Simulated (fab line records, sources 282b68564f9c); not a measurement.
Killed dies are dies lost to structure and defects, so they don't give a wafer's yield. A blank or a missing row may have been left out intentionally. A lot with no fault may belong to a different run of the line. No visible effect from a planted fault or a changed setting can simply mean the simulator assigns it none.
Split-lot experiment :: flow ritCmos :: on a route of 202 steps: 5 lots, 23 wafers read

THE SPLIT
At RIT_PWELL_COAT_01 (resist thk 1300 nm), the setting spinRpm was moved away from the recipe's 2000 rpm on 8 of the 23 wafers read, by -4.2% to +2.4%. For the rest of the wafers, this setting stayed at what the recipe calls for.

FROM THE SPLIT TO THE READING: what the file shows between them, 3 steps
- RIT_PWELL_SOFTBAKE_02: time 60 s
- RIT_PWELL_EXPOSE_03: exposes mask M3, target cd 43700 nm
- RIT_PWELL_DEVELOP_05: develop time 68 s

THE READING
NOVOLAK_of_PWELL_COAT_01.thkNm (the simulator's own value, which no gauge read), in nm, at RIT_PWELL_HARDBAKE_07 (time 120 s). The file gives no usual value for it. The 15 wafers here that ran the recipe average 1136 nm, standard deviation 5.3 nm.

wafer: L074.1
tool, chamber at the split: lithoTrack-03, 0
spinRpm as run, rpm: 2000
against the recipe: recipe
NOVOLAK_of_PWELL_COAT_01.thkNm, nm: 1144
against lot-mates on the recipe: -

wafer: L074.2
tool, chamber at the split: lithoTrack-03, 0
spinRpm as run, rpm: 1957
against the recipe: -2.1%
NOVOLAK_of_PWELL_COAT_01.thkNm, nm: 1161
against lot-mates on the recipe: +19

wafer: L074.3
tool, chamber at the split: lithoTrack-03, 0
spinRpm as run, rpm: 2000
against the recipe: recipe
NOVOLAK_of_PWELL_COAT_01.thkNm, nm: 1140
against lot-mates on the recipe: -

wafer: L074.5
tool, chamber at the split: lithoTrack-03, 0
spinRpm as run, rpm: 2000
against the recipe: recipe
NOVOLAK_of_PWELL_COAT_01.thkNm, nm: 1143
against lot-mates on the recipe: -

wafer: L074.6
tool, chamber at the split: lithoTrack-03, 0
spinRpm as run, rpm: 1957
against the recipe: -2.1%
NOVOLAK_of_PWELL_COAT_01.thkNm, nm: 1157
against lot-mates on the recipe: +15

wafer: L079.1
tool, chamber at the split: lithoTrack-04, 0
spinRpm as run, rpm: 2049
against the recipe: +2.4%
NOVOLAK_of_PWELL_COAT_01.thkNm, nm: 1132
against lot-mates on the recipe: -10

wafer: L079.2
tool, chamber at the split: lithoTrack-04, 0
spinRpm as run, rpm: 2000
against the recipe: recipe
NOVOLAK_of_PWELL_COAT_01.thkNm, nm: 1143
against lot-mates on the recipe: -

wafer: L079.3
tool, chamber at the split: lithoTrack-04, 0
spinRpm as run, rpm: 2049
against the recipe: +2.4%
NOVOLAK_of_PWELL_COAT_01.thkNm, nm: 1130
against lot-mates on the recipe: -12

wafer: L079.5
tool, chamber at the split: lithoTrack-04, 0
spinRpm as run, rpm: 2000
against the recipe: recipe
NOVOLAK_of_PWELL_COAT_01.thkNm, nm: 1141
against lot-mates on the recipe: -

wafer: L079.6
tool, chamber at the split: lithoTrack-04, 0
spinRpm as run, rpm: 2049
against the recipe: +2.4%
NOVOLAK_of_PWELL_COAT_01.thkNm, nm: 1128
against lot-mates on the recipe: -14

wafer: L080.1
tool, chamber at the split: lithoTrack-04, 0
spinRpm as run, rpm: 2000
against the recipe: recipe
NOVOLAK_of_PWELL_COAT_01.thkNm, nm: 1138
against lot-mates on the recipe: -

wafer: L080.2
tool, chamber at the split: lithoTrack-04, 0
spinRpm as run, rpm: 1916
against the recipe: -4.2%
NOVOLAK_of_PWELL_COAT_01.thkNm, nm: 1161
against lot-mates on the recipe: +24

wafer: L080.3
tool, chamber at the split: lithoTrack-04, 0
spinRpm as run, rpm: 1916
against the recipe: -4.2%
NOVOLAK_of_PWELL_COAT_01.thkNm, nm: 1162
against lot-mates on the recipe: +25

wafer: L080.4
tool, chamber at the split: lithoTrack-04, 0
spinRpm as run, rpm: 1916
against the recipe: -4.2%
NOVOLAK_of_PWELL_COAT_01.thkNm, nm: 1158
against lot-mates on the recipe: +21

wafer: L080.5
tool, chamber at the split: lithoTrack-04, 0
spinRpm as run, rpm: 2000
against the recipe: recipe
NOVOLAK_of_PWELL_COAT_01.thkNm, nm: 1136
against lot-mates on the recipe: -

wafer: L084.1
tool, chamber at the split: lithoTrack-03, 0
spinRpm as run, rpm: 2000
against the recipe: recipe
NOVOLAK_of_PWELL_COAT_01.thkNm, nm: 1137
against lot-mates on the recipe: -

wafer: L084.2
tool, chamber at the split: lithoTrack-03, 0
spinRpm as run, rpm: 2000
against the recipe: recipe
NOVOLAK_of_PWELL_COAT_01.thkNm, nm: 1137
against lot-mates on the recipe: -

wafer: L084.3
tool, chamber at the split: lithoTrack-03, 0
spinRpm as run, rpm: 2000
against the recipe: recipe
NOVOLAK_of_PWELL_COAT_01.thkNm, nm: 1136
against lot-mates on the recipe: -

wafer: L085.1
tool, chamber at the split: lithoTrack-01, 0
spinRpm as run, rpm: 2000
against the recipe: recipe
NOVOLAK_of_PWELL_COAT_01.thkNm, nm: 1127
against lot-mates on the recipe: -

wafer: L085.2
tool, chamber at the split: lithoTrack-01, 0
spinRpm as run, rpm: 2000
against the recipe: recipe
NOVOLAK_of_PWELL_COAT_01.thkNm, nm: 1131
against lot-mates on the recipe: -

wafer: L085.4
tool, chamber at the split: lithoTrack-01, 0
spinRpm as run, rpm: 2000
against the recipe: recipe
NOVOLAK_of_PWELL_COAT_01.thkNm, nm: 1128
against lot-mates on the recipe: -

wafer: L085.5
tool, chamber at the split: lithoTrack-01, 0
spinRpm as run, rpm: 2000
against the recipe: recipe
NOVOLAK_of_PWELL_COAT_01.thkNm, nm: 1133
against lot-mates on the recipe: -

wafer: L085.6
tool, chamber at the split: lithoTrack-01, 0
spinRpm as run, rpm: 2000
against the recipe: recipe
NOVOLAK_of_PWELL_COAT_01.thkNm, nm: 1130
against lot-mates on the recipe: -

FIT RESULTS
A straight line over all 23 wafers: NOVOLAK_of_PWELL_COAT_01.thkNm changes by -5.33 nm for each +1% of spinRpm; r = -0.86; the points scatter about the line by 6 nm.
The same after taking each lot's own level away (the mean of its wafers on the recipe; 23 wafers): -5.59 nm for each +1%; r = -0.98; scatter 2.2 nm.
That fit puts the effect of the largest move of spinRpm on the reading at 23 nm.
The lots' own levels span 1129.8 to 1142.3 nm, that is 2.4 times the standard deviation above.
So the lot-to-lot level changes the slope little: the two slopes agree.
Check: +24.1 nm against its lot-mates is what the line predicts for one of the wafers moved furthest among these (-4.2%) when that wafer is left out of the fit. It came out at +24 nm against them.

FURTHER SPLITS ON THESE WAFERS
Before the reading, these wafers also passed through other splits. Each is held against what the fit with the lots' levels taken away leaves over:
other split on the same wafers: RIT_ACTIVE_CVD_03 sih2cl2FlowSccm
wafers away from the commonest value: 18
r with NOVOLAK_of_PWELL_COAT_01.thkNm (lot level and that fit taken away): +0.29

other split on the same wafers: RIT_ACTIVE_EXPOSE_08 doseMj
wafers away from the commonest value: 8
r with NOVOLAK_of_PWELL_COAT_01.thkNm (lot level and that fit taken away): -0.28

other split on the same wafers: RIT_NWELL_COAT_01 spinRpm
wafers away from the commonest value: 7
r with NOVOLAK_of_PWELL_COAT_01.thkNm (lot level and that fit taken away): -0.26

THE WHOLE CHAIN: every reading that the file lists as answering this split, in the file's order
step: RIT_PWELL_COAT_01
what it does: resist thk 1300 nm
reading: NOVOLAK_of_PWELL_COAT_01.thkNm (the simulator's own value, which no gauge read)
change (the file's fit): -6.8 nm for each +1% of the setting
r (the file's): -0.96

step: RIT_PWELL_HARDBAKE_07
what it does: time 120 s
reading: NOVOLAK_of_PWELL_COAT_01.thkNm (the simulator's own value, which no gauge read)
change (the file's fit): -5.85 nm for each +1% of the setting
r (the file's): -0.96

THE FILE'S OWN FIT
NOVOLAK_of_PWELL_COAT_01.thkNm changes by -5.85 nm for each +1% of spinRpm, r = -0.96.
